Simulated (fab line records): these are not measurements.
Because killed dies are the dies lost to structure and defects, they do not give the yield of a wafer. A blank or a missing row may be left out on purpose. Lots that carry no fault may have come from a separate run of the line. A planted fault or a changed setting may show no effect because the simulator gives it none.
fab line records	flow rit-cmos
[record] lots = 5	wafers = 15	last-day = 7
route steps=202 shown CONTACT@183 M1@184
lots that met no fault: from a run of the same line without faults
start-h: start of the lot's first displayed wafer, in hours after the record's first day	wait-h: hours elapsed since this lot's preceding step	" as in the row above	L1.1+2: one row covering several wafers at once	- no value, or no start given	* or withheld: withheld	< > ~ a bound
route shown NAME@n: a module of which the file shows steps, and the number in the route of the first	usual: mean/standard deviation taken from wafers without a fault	same: alike in all rows	chamber/n: place in a boat	sites: readings site by site	_std_site: standard deviation across them	_edge_site: mean of outer sites minus mean of inner sites	radius-mm: for every site, how far away it sits from the centre of the wafer	mask NAME#n: copy n	behind: the last tool/chamber to shape the wafer	hold: what put the lot on hold/how long, in hours/how the hold closed	device: transistor that didn't switch, given as n, p or np	end of line: the same wafers' tests at the end of the route	a step with no rows: only its recipe	killed: count of dies lost to structure and defects at first sort (not the wafer's yield)	map: dies across one wafer; x = killed, . = not, _ = none there
set.NAME: the run value of the setting; set.NAME@STEP: its run value at that earlier step	model.NAME: the simulator's own value behind a step, which no gauge read
lots at selected steps of the route; one table per step, one row per wafer
services: when a tool's chamber went out of use (start-h, in hours from the record's first day, below 0 if earlier), for how many hours, and the reason
[[steps]]
[step RIT_CONTACT_CLEAN_14]
[recipe] chemistry = SC2	mix = 3:3:50	time-s = 600	temp-c = 75	dry = n2-spin
lot.wafer	tool	chamber	start-h	wait-h
L074.3+4+6	wet-bench-03	3	52.74	0.0
L077.2+3+4	wet-bench-01	0	68.21	0.0
L084.2+3+6	wet-bench-01	1	102.82	0.0
L091.2+3+6	wet-bench-03	0	138.66	0.0
L097.1+3+5	wet-bench-02	0	168.80	0.0
[step RIT_M1_SPUTTER_00]
[recipe] material = Al	target-thk-nm = 400	power-w = 2000	chamber-pressure-pa = 0.4	gas = Ar	time-s = 500	substrate-temp-c = 25
[usual] throttle-valve-pct = 30.0/0.84
lot.wafer	tool	chamber	start-h	wait-h	throttle-valve-pct
L074.3	pvd-sputter-04	-	52.91	0.0	31.2
L074.4	"	-	"	"	29.1
L074.6	"	-	"	"	31.3
L077.2	pvd-sputter-01	-	68.38	0.0	31.4
L077.3	"	-	"	"	29.4
L077.4	"	-	"	"	30.0
L084.2	pvd-sputter-04	-	102.99	0.0	31.3
L084.3	"	-	"	"	29.9
L084.6	"	-	"	"	31.0
L091.2	pvd-sputter-01	-	138.84	0.0	29.6
L091.3	"	-	"	"	29.4
L091.6	"	-	"	"	31.4
L097.1	pvd-sputter-01	-	169.03	0.0	29.2
L097.3	"	-	"	"	31.5
L097.5	"	-	"	"	29.1
[step RIT_M1_RS_MEAS_01]
[recipe] thk-meas-gauge = four-point-probe	reads = Al_of_M1_SPUTTER_00
[usual] M1_AL_RS = 0.0739/0.00079
lot.wafer	tool	chamber	start-h	wait-h	M1_AL_RS[ohm/sq]
L074.3	film-metro-04	-	53.25	0.2	0.0745
L074.4	"	-	"	"	0.0737
L074.6	"	-	"	"	0.0736
L077.2	film-metro-03	-	68.70	0.2	0.0730
L077.3	"	-	"	"	0.0726
L077.4	"	-	"	"	0.0730
L084.2	film-metro-04	-	103.31	0.2	0.0743
L084.3	"	-	"	"	0.0742
L084.6	"	-	"	"	0.0746
L091.2	film-metro-04	-	139.15	0.2	0.0728
L091.3	"	-	"	"	0.0742
L091.6	"	-	"	"	0.0729
L097.1	film-metro-01	-	169.32	0.1	0.0748
L097.3	"	-	"	"	0.0742
L097.5	"	-	"	"	0.0741
[step RIT_M1_THK_MEAS_02]
[recipe] thk-meas-gauge = xrf	reads = Al_of_M1_SPUTTER_00
[usual] M1_AL_THK = 401/4.6
lot.wafer	tool	chamber	start-h	wait-h	M1_AL_THK[nm]
L074.3	film-metro-04	-	53.35	0.1	398
L074.4	"	-	"	"	403
L074.6	"	-	"	"	405
L077.2	film-metro-03	-	68.81	0.1	409
L077.3	"	-	"	"	408
L077.4	"	-	"	"	409
L084.2	film-metro-04	-	103.42	0.1	401
L084.3	"	-	"	"	400
L084.6	"	-	"	"	400
L091.2	film-metro-04	-	139.26	0.1	409
L091.3	"	-	"	"	403
L091.6	"	-	"	"	409
L097.1	film-metro-01	-	169.44	0.1	397
L097.3	"	-	"	"	399
L097.5	"	-	"	"	398
[step RIT_M1_HMDS_03]
[recipe] prime-time-s = 60	prime-temp-c = 140
lot.wafer	tool	chamber	start-h	wait-h
L074.3+4+6	litho-track-04	0	53.44	0.1
L077.2+3+4	litho-track-01	0	68.88	0.1
L084.2+3+6	litho-track-04	0	103.49	0.1
L091.2+3+6	litho-track-01	0	139.34	0.1
L097.1+3+5	litho-track-01	0	169.50	0.1
[step RIT_M1_COAT_04]
[recipe] resist = NOVOLAK	spin-rpm = 2000	resist-thk-nm = 1300
lot.wafer	tool	chamber	start-h	wait-h
L074.3+4+6	litho-track-04	0	53.59	0.1
L077.2+3+4	litho-track-01	0	69.03	0.1
L084.2+3+6	litho-track-04	0	103.64	0.1
L091.2+3+6	litho-track-01	0	139.49	0.1
L097.1+3+5	litho-track-01	0	169.65	0.1
[step RIT_M1_SOFTBAKE_05]
[recipe] resist = NOVOLAK	temp-c = 90	time-s = 60
lot.wafer	tool	chamber	start-h	wait-h
L074.3+4+6	litho-track-04	0	53.74	0.1
L077.2+3+4	litho-track-01	0	69.18	0.1
L084.2+3+6	litho-track-04	0	103.79	0.1
L091.2+3+6	litho-track-01	0	139.64	0.1
L097.1+3+5	litho-track-01	0	169.80	0.1
[step RIT_M1_EXPOSE_06]
[recipe] mask-id = M12	na = 0.6	source-shape = conventional	sigma-outer = 0.5	target-cd-nm = 2600	dose-mj = 250
[usual] reticle-temp-C = 22.98/0.11
lot.wafer	tool	chamber	start-h	wait-h	mask	reticle-temp-C
L074.3	iline-stepper-02	0	53.87	0.1	M12#0	22.94
L074.4	"	0	"	"	M12#0	22.92
L074.6	"	0	"	"	M12#0	22.99
L077.2	iline-stepper-01	0	69.45	0.2	M12#0	22.99
L077.3	"	0	"	"	M12#0	22.82
L077.4	"	0	"	"	M12#0	22.94
L084.2	iline-stepper-01	0	103.94	0.1	M12#0	22.95
L084.3	"	0	"	"	M12#0	22.89
L084.6	"	0	"	"	M12#0	22.90
L091.2	iline-stepper-02	0	139.91	0.2	M12#0	22.87
L091.3	"	0	"	"	M12#0	23.14
L091.6	"	0	"	"	M12#0	22.96
L097.1	iline-stepper-02	0	169.95	0.1	M12#0	23.02
L097.3	"	0	"	"	M12#0	22.82
L097.5	"	0	"	"	M12#0	22.77
[step RIT_M1_PEB_07]
[recipe] resist = NOVOLAK	temp-c = withheld	time-s = withheld
lot.wafer	tool	chamber	start-h	wait-h
L074.3+4+6	litho-track-04	0	54.00	0.1
L077.2+3+4	litho-track-01	0	69.58	0.1
L084.2+3+6	litho-track-04	0	104.06	0.1
L091.2+3+6	litho-track-01	0	140.03	0.1
L097.1+3+5	litho-track-04	0	170.07	0.1
[step RIT_M1_DEVELOP_08]
[recipe] resist = NOVOLAK	develop-time-s = 68	dev-temp-c = 23
lot.wafer	tool	chamber	start-h	wait-h
L074.3+4+6	litho-track-04	0	-	-
L077.2+3+4	litho-track-01	0	-	-
L084.2+3+6	litho-track-04	0	-	-
L091.2+3+6	litho-track-01	0	-	-
L097.1+3+5	litho-track-04	0	-	-
[step RIT_M1_CD_MEAS_09]
[recipe] target-cd-nm = 2600
[usual] cd-nm = 2600.4/2.2
lot.wafer	tool	chamber	start-h	wait-h	cd-nm
L074.3	cd-sem-02	-	54.31	-	2599.3
L074.4	"	-	"	"	2600.2
L074.6	"	-	"	"	2598.8
L077.2	cd-sem-02	-	69.88	-	2598.1
L077.3	"	-	"	"	2599.8
L077.4	"	-	"	"	2596.8
L084.2	cd-sem-02	-	104.37	-	2600.3
L084.3	"	-	"	"	2602.0
L084.6	"	-	"	"	2599.4
L091.2	cd-sem-02	-	140.34	-	2598.3
L091.3	"	-	"	"	2599.6
L091.6	"	-	"	"	2601.0
L097.1	cd-sem-02	-	170.38	-	2603.3
L097.3	"	-	"	"	2606.9
L097.5	"	-	"	"	2607.3
[step RIT_M1_OVL_MEAS_10]
[usual] M1_OVL = 0.7/1.5
lot.wafer	tool	chamber	start-h	wait-h	M1_OVL[nm]
L074.3	overlay-01	-	54.40	0.1	0.9
L074.4	"	-	"	"	2.2
L074.6	"	-	"	"	-0.2
L077.2	overlay-01	-	69.99	0.1	-1.0
L077.3	"	-	"	"	0.6
L077.4	"	-	"	"	-0.1
L084.2	overlay-01	-	104.47	0.1	0.6
L084.3	"	-	"	"	0.5
L084.6	"	-	"	"	0.3
L091.2	overlay-01	-	140.44	0.1	2.6
L091.3	"	-	"	"	1.3
L091.6	"	-	"	"	2.0
L097.1	overlay-01	-	170.50	0.1	0.4
L097.3	"	-	"	"	1.5
L097.5	"	-	"	"	0.4
[step RIT_M1_HARDBAKE_11]
[recipe] resist = NOVOLAK	temp-c = 140	time-s = 120
lot.wafer	tool	chamber	start-h	wait-h
L074.3+4+6	litho-track-04	0	54.50	0.1
L077.2+3+4	litho-track-04	0	70.06	0.1
L084.2+3+6	litho-track-03	0	104.54	0.1
L091.2+3+6	litho-track-01	0	140.51	0.1
L097.1+3+5	litho-track-01	0	170.54	0.0
[step RIT_M1_METAL_ETCH_12]
[recipe] stop-on = SiO2	chemistry = Cl2/BCl3	target = Al	time-s = 165	over-etch-frac = 0.5	pressure-mtorr = 100	target-depth-a = 6000	rf-w = 250	Cl2_flow_sccm = 60	bcl3-flow-sccm = 50
[usual] drypump-motor-current-A = 5.5/0.49	oes-product-au = 0.777/0.014	throttle-valve-pct = 8.32/0.11
lot.wafer	tool	chamber	start-h	wait-h	drypump-motor-current-A	oes-product-au	rf-hours-counter-h	throttle-valve-pct
L074.3	rie-metal-03	0	54.73	0.2	6.0	0.763	-	8.32
L074.4	"	1	"	"	4.8	0.789	-	8.31
L074.6	"	0	"	"	5.9	0.768	-	8.33
L077.2	rie-metal-03	1	70.27	0.2	4.8	0.801	2	8.35
L077.3	"	0	"	"	6.0	0.771	-	8.32
L077.4	"	1	"	"	4.8	0.803	-	8.33
L084.2	rie-metal-04	0	104.75	0.2	4.9	0.800	5	8.41
L084.3	"	0	"	"	4.9	0.784	-	8.40
L084.6	"	0	"	"	4.9	0.799	-	8.43
L091.2	rie-metal-03	1	140.72	0.2	4.9	0.793	3	8.32
L091.3	"	0	"	"	6.0	0.766	-	8.32
L091.6	"	0	"	"	6.0	0.781	-	8.33
L097.1	rie-metal-04	0	170.79	0.2	4.9	0.788	6	8.42
L097.3	"	1	"	"	5.8	0.762	-	8.47
L097.5	"	0	"	"	4.9	0.788	-	8.41
[step RIT_M1_STRIP_13]
[recipe] chemistry = nmp	resist = NOVOLAK	temp-c = 80	time-s = 600	dry = n2-spin
lot.wafer	tool	chamber	start-h	wait-h
L074.3+4+6	wet-bench-03	2	54.83	0.1
L077.2+3+4	wet-bench-04	3	70.43	0.1
L084.2+3+6	wet-bench-02	1	104.91	0.1
L091.2+3+6	wet-bench-04	2	140.89	0.1
L097.1+3+5	wet-bench-04	0	170.95	0.1
[step RIT_M1_STRIP_14]
[recipe] chemistry = O2	time-s = 180	platen-temp-c = withheld	power-w = 500	pressure-mtorr = 4000	o2-flow-sccm = 4000
[usual] drypump-motor-current-A = 5.6/0.4
lot.wafer	tool	chamber	start-h	wait-h	drypump-motor-current-A	rf-hours-counter-h
L074.3	plasma-asher-04	1	55.07	0.1	5.7	-
L074.4	"	0	"	"	5.9	-
L074.6	"	0	"	"	5.9	-
L077.2	plasma-asher-02	1	70.61	0.0	5.1	46
L077.3	"	0	"	"	6.1	-
L077.4	"	1	"	"	5.1	-
L084.2	plasma-asher-02	0	105.30	0.0	6.1	50
L084.3	"	1	"	"	5.2	-
L084.6	"	1	"	"	5.2	-
L091.2	plasma-asher-04	0	141.24	0.0	5.9	2
L091.3	"	1	"	"	5.7	-
L091.6	"	0	"	"	5.9	-
L097.1	plasma-asher-04	1	171.12	0.0	5.7	5
L097.3	"	1	"	"	5.7	-
L097.5	"	0	"	"	5.9	-
[step RIT_M1_CD_MEAS_90]
[recipe] target-cd-nm = 2600
[usual] cd-nm = 2599/3.4
lot.wafer	tool	chamber	start-h	wait-h	cd-nm
L074.3	cd-sem-01	-	55.22	0.1	2596
L074.4	"	-	"	"	2598
L074.6	"	-	"	"	2595
L077.2	cd-sem-02	-	70.80	0.1	2595
L077.3	"	-	"	"	2597
L077.4	"	-	"	"	2594
L084.2	cd-sem-01	-	105.49	0.1	2597
L084.3	"	-	"	"	2600
L084.6	"	-	"	"	2597
L091.2	cd-sem-01	-	141.43	0.1	2594
L091.3	"	-	"	"	2598
L091.6	"	-	"	"	2597
L097.1	cd-sem-01	-	171.30	0.1	2602
L097.3	"	-	"	"	2607
L097.5	"	-	"	"	2606
[step RIT_M1_ANNEAL_15]
[recipe] temp-c = 450	time-s = 1800	ambient = forming_gas_H2N2
[usual] zone-power-load-pct = 6.64/0.088
lot.wafer	tool	chamber	start-h	wait-h	zone-power-load-pct
L074.3	-	-	55.92	0.7	6.69
L074.4	"	-	"	"	6.67
L074.6	"	-	"	"	6.68
L077.2	-	-	71.96	1.1	6.63
L077.3	"	-	"	"	6.63
L077.4	"	-	"	"	6.56
L084.2	-	-	105.59	0.1	6.81
L084.3	"	-	"	"	6.59
L084.6	"	-	"	"	6.59
L091.2	-	-	141.53	0.1	6.60
L091.3	"	-	"	"	6.63
L091.6	"	-	"	"	6.63
L097.1	-	-	171.91	0.6	6.51
L097.3	"	-	"	"	6.54
L097.5	"	-	"	"	6.46
[step RIT_M1_BOW_MEAS_16]
[recipe] mode = bow
[usual] M1_BOW = 17/6.3
lot.wafer	tool	chamber	start-h	wait-h	M1_BOW[um]
L074.3	film-metro-04	-	57.46	0.0	14
L074.4	"	-	"	"	10
L074.6	"	-	"	"	14
L077.2	film-metro-03	-	73.48	0.0	25
L077.3	"	-	"	"	16
L077.4	"	-	"	"	9
L084.2	film-metro-03	-	107.13	0.0	25
L084.3	"	-	"	"	17
L084.6	"	-	"	"	7
L091.2	film-metro-01	-	143.05	0.0	18
L091.3	"	-	"	"	7
L091.6	"	-	"	"	24
L097.1	film-metro-04	-	173.41	0.0	21
L097.3	"	-	"	"	26
L097.5	"	-	"	"	3
[step RIT_M1_PROBE_99]
[usual] defect-limited-yield = 97.1/1.1	killed-at-contacts = 0.1/0.26	killed-at-front-end = 7.5/2.8	killed-dies = 7.6/2.8	killed-open = 3.9/2.1	killed-short = 3.7/1.7	sort_bin_3_pad_short = 0.1/0.2	sort_bin_5_function = 1.7/0.85	sort_bin_6_memory = 1.1/0.71	sort-n-pass = 256.4/2.8	sort-yield-pct = 97.1/1.1
[same] gross-dies = 264	killed_at_M0_to_M3 = 0	killed_at_M4_up = 0	killed-at-back-side = 0	killed-at-other = 0
lot.wafer	tool	chamber	start-h	wait-h	defect-limited-yield[%]	killed-at-contacts	killed-at-front-end	killed-dies	killed-open	killed-short	sort_bin_3_pad_short[%]	sort_bin_5_function[%]	sort_bin_6_memory[%]	sort-n-pass	sort-yield-pct[%]
L074.3	prober-01	-	57.64	0.2	95.8	0	11	11	5	6	0	3.0	1.1	253.0	95.8
L074.4	prober-01	-	57.69	0.2	94.7	0	14	14	7	7	0	2.3	3.0	250.0	94.7
L074.6	prober-01	-	57.79	0.2	98.1	0	5	5	2	3	0.4	0.8	0.8	259.0	98.1
L077.2	prober-02	-	73.63	0.1	97.0	0	8	8	4	4	0	1.5	1.5	256.0	97.0
L077.3	prober-02	-	73.68	0.2	97.0	0	8	8	3	5	0.4	0.8	1.9	256.0	97.0
L077.4	prober-02	-	73.73	0.2	96.2	0	10	10	4	6	0	2.7	1.1	254.0	96.2
L084.2	prober-01	-	107.28	0.1	97.3	0	7	7	4	3	0	1.9	0.8	257.0	97.3
L084.3	prober-01	-	107.33	0.2	98.1	0	5	5	3	2	0	1.9	0	259.0	98.1
L084.6	prober-01	-	107.48	0.2	97.7	0	6	6	2	4	0	1.1	1.1	258.0	97.7
L091.2	prober-02	-	143.20	0.1	95.1	0	13	13	5	8	0	3.8	1.1	251.0	95.1
L091.3	prober-02	-	143.25	0.2	97.3	0	7	7	3	4	0	1.1	1.5	257.0	97.3
L091.6	prober-02	-	143.40	0.2	96.6	0	9	9	3	6	0	1.9	1.5	255.0	96.6
L097.1	prober-02	-	173.53	0.1	97.0	0	8	8	5	3	0	2.3	0.8	256.0	97.0
L097.3	prober-02	-	173.63	0.2	97.3	0	7	7	3	4	0.4	0.8	1.5	257.0	97.3
L097.5	prober-02	-	173.73	0.2	95.5	1	11	12	7	5	0.4	2.3	1.9	252.0	95.5
// killed by level:class
L074.3 FOX2:geometric-particle:open=2 GATE:geometric-particle:open=2 REOX:geometric-particle:short=2 SPACER:geometric-particle:short=2 GATE:geometric-particle:short=1 SPACER:geometric-particle:open=1 SILICIDE:geometric-particle:short=1
L074.4 GATE:geometric-particle:short=4 FOX1:geometric-particle:open=3 GATE:geometric-particle:open=3 FOX1:geometric-particle:short=1 FOX2:geometric-particle:short=1 SILICIDE:geometric-particle:short=1 SILICIDE:geometric-particle:open=1
L074.6 GATE:geometric-particle:short=2 FOX1:geometric-particle:open=1 FOX2:geometric-particle:short=1 GATE:geometric-particle:open=1
L077.2 REOX:geometric-particle:open=2 FOX2:geometric-particle:open=1 FOX2:geometric-particle:short=1 GATE:geometric-particle:short=1 GATE:geometric-particle:open=1 REOX:geometric-particle:short=1 SILICIDE:geometric-particle:short=1
L077.3 GATE:geometric-particle:short=2 REOX:geometric-particle:short=2 FOX1:geometric-particle:open=1 FOX2:geometric-particle:short=1 GATE:geometric-particle:open=1 REOX:geometric-particle:open=1
L077.4 GATE:geometric-particle:open=3 SILICIDE:geometric-particle:short=3 GATE:geometric-particle:short=2 FOX1:geometric-particle:open=1 FOX1:geometric-particle:short=1
L084.2 GATE:geometric-particle:open=3 REOX:geometric-particle:short=2 REOX:geometric-particle:open=1 SILICIDE:geometric-particle:short=1
L084.3 FOX2:geometric-particle:short=1 GATE:geometric-particle:open=1 GATE:geometric-particle:short=1 REOX:geometric-particle:open=1 SPACER:geometric-particle:open=1
L084.6 GATE:geometric-particle:short=3 FOX1:geometric-particle:open=1 REOX:geometric-particle:short=1 SPACER:geometric-particle:open=1
L091.2 GATE:geometric-particle:short=3 FOX1:geometric-particle:short=2 FOX1:geometric-particle:open=2 GATE:geometric-particle:open=2 FOX2:geometric-particle:short=1 REOX:geometric-particle:short=1 REOX:geometric-particle:open=1 SPACER:geometric-particle:short=1
L091.3 SILICIDE:geometric-particle:short=2 FOX1:geometric-particle:short=1 FOX2:geometric-particle:open=1 GATE:geometric-particle:short=1 SPACER:geometric-particle:open=1 SILICIDE:geometric-particle:open=1
L091.6 SILICIDE:geometric-particle:short=3 FOX1:geometric-particle:short=2 FOX1:geometric-particle:open=1 FOX2:geometric-particle:open=1 GATE:geometric-particle:short=1 SILICIDE:geometric-particle:open=1
L097.1 GATE:geometric-particle:open=4 FOX2:geometric-particle:short=1 GATE:geometric-particle:short=1 SILICIDE:geometric-particle:open=1 SILICIDE:geometric-particle:short=1
L097.3 GATE:geometric-particle:open=3 GATE:geometric-particle:short=2 SILICIDE:geometric-particle:short=2
L097.5 SPACER:geometric-particle:open=3 GATE:geometric-particle:open=2 GATE:geometric-particle:short=2 FOX1:geometric-particle:short=1 REOX:geometric-particle:short=1 REOX:geometric-particle:open=1 SPACER:geometric-particle:short=1 CONTACT:geometric-particle:open=1
[[services]]
tool	chamber	start-h	hours	kind
rie-metal-03	-	49.80	1.3	repair
rie-metal-04	1	91.86	7.7	repair
furnace-02	-	107.05	2.6	pm
plasma-asher-04	-	108.75	9.0	pm
plasma-asher-04	0	108.75	9.0	vent-cycle
plasma-asher-04	1	108.75	9.0	vent-cycle
plasma-asher-04	0	117.75	-	clean
plasma-asher-04	1	117.75	-	clean
iline-stepper-02	-	121.21	1.4	repair
pvd-sputter-04	-	121.91	1.1	repair
furnace-02	-	147.51	2.0	pm
iline-stepper-02	-	161.41	1.7	pm
[[key]]
fault none
